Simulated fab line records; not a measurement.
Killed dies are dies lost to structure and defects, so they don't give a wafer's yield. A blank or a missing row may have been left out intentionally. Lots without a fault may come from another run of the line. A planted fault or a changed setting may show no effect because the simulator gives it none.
Comparing a struck lot with a sound one ; flow berkeley-cmos170 ; 17 out of 331 route steps
Sound: these wafers, L115.1, L115.2, L115.4. Struck: wafers L117.1, L117.2, L117.6. At the end, the cause is stated.
Order at every step that has rows: each side's tool, ch and its chambers, its first start. Under that, the readings that differ: sound wafers ; struck wafers ; difference of the means ; sigmas: that difference in standard deviations of wafers without a fault.
alike: readings with means less than 2 such deviations apart, plus words and numbers identical on both sides. not compared: withheld readings, readings lacking a value on some wafer, bounds such as >300 that could conceal the same value, and numbers that have no deviation in the record and whose values overlap.
The two part at a step that has a row with sigmas, a row that says differs or no value, or rows on one side only. Numbers that have no deviation but don't overlap get no sigmas and don't part them. Lack of a reading on every wafer of one side parts them only where that side has two or more wafers.

first, 1 step without rows for these wafers: UCB170_GATE_DEVELOP_11 (develop time 45 s).
UCB170_GATE_CD_MEAS_12 targets a cd of 350 nm.
  sound on cd-sem-02, day 8 01:58; struck on cd-sem-02, day 8 12:25
  alike: cd-nm
UCB170_GATE_OVL_MEAS_13:
  sound on overlay-01, day 8 02:05; struck on overlay-01, day 8 12:32
  alike: GATE_OVL
UCB170_GATE_ETCH_14: etches BARC in N2/H2.
  sound on rie-diel-03 ch 0,2,3, day 8 02:07; struck on rie-diel-04 ch 0,1,3, day 8 12:35
  alike: drypump-motor-current-A, oes-product-au, throttle-valve-pct
UCB170_GATE_ETCH_15: etches poly-Si in HBr/Cl2, stops on SiO2, time 56.3 s, target depth 278.2 nm.
  sound on rie-si-02 ch 0,1,2, day 8 02:10; struck on rie-si-02 ch 0,1,2, day 8 12:37
  alike: drypump-motor-current-A, oes-product-au, throttle-valve-pct
  not compared: rf-hours-counter-h
UCB170_GATE_STRIP_16: strips in O2.
  sound on plasma-asher-01 ch 0,1, day 8 02:12; struck on plasma-asher-01 ch 0,1, day 8 12:40
  alike: drypump-motor-current-A, oes-product-au
  not compared: rf-hours-counter-h
UCB170_GATE_CD_MEAS_90 targets a cd of 350 nm.
  sound on cd-sem-01, day 8 02:19; struck on cd-sem-02, day 8 12:46
  alike: cd-nm
then, 5 steps without rows for these wafers: UCB170_GATE_CLEAN_17 (cleans in SPM, time 600 s); UCB170_PLDD_HMDS_00 (prime time 60 s); UCB170_PLDD_COAT_01 (resist thk 900 nm); UCB170_PLDD_SOFTBAKE_02 (time 60 s); UCB170_PLDD_EXPOSE_03 (exposes mask PSELECT, target cd 1200 nm).
UCB170_PLDD_PEB_04:
  sound on litho-track-04 ch 0, day 8 03:25; struck on litho-track-01 ch 0, day 8 14:28
then, 1 step without rows for these wafers: UCB170_PLDD_DEVELOP_05 (develop time 45 s).
UCB170_PLDD_CD_MEAS_06 targets a cd of 1200 nm.
  sound on cd-sem-02, day 8 03:41; struck on cd-sem-01, day 8 14:44
reading;sound;struck;difference;sigmas
cd-nm (nm);1199.9 1200.6 1201.0;1204.2 1206.0 1204.6;+4.4;+3
UCB170_PLDD_OVL_MEAS_07:
  sound on overlay-02, day 8 03:49; struck on overlay-01, day 8 14:51
  alike: PLDD_OVL
UCB170_M3_PROBE_99:
  the record has rows for the sound wafers here (prober-01, day 9 15:41) and none for the struck ones

WHERE THEY PART
First at UCB170_PLDD_CD_MEAS_06; last, within this record, at UCB170_M3_PROBE_99.

WHY: the cause the simulator had injected
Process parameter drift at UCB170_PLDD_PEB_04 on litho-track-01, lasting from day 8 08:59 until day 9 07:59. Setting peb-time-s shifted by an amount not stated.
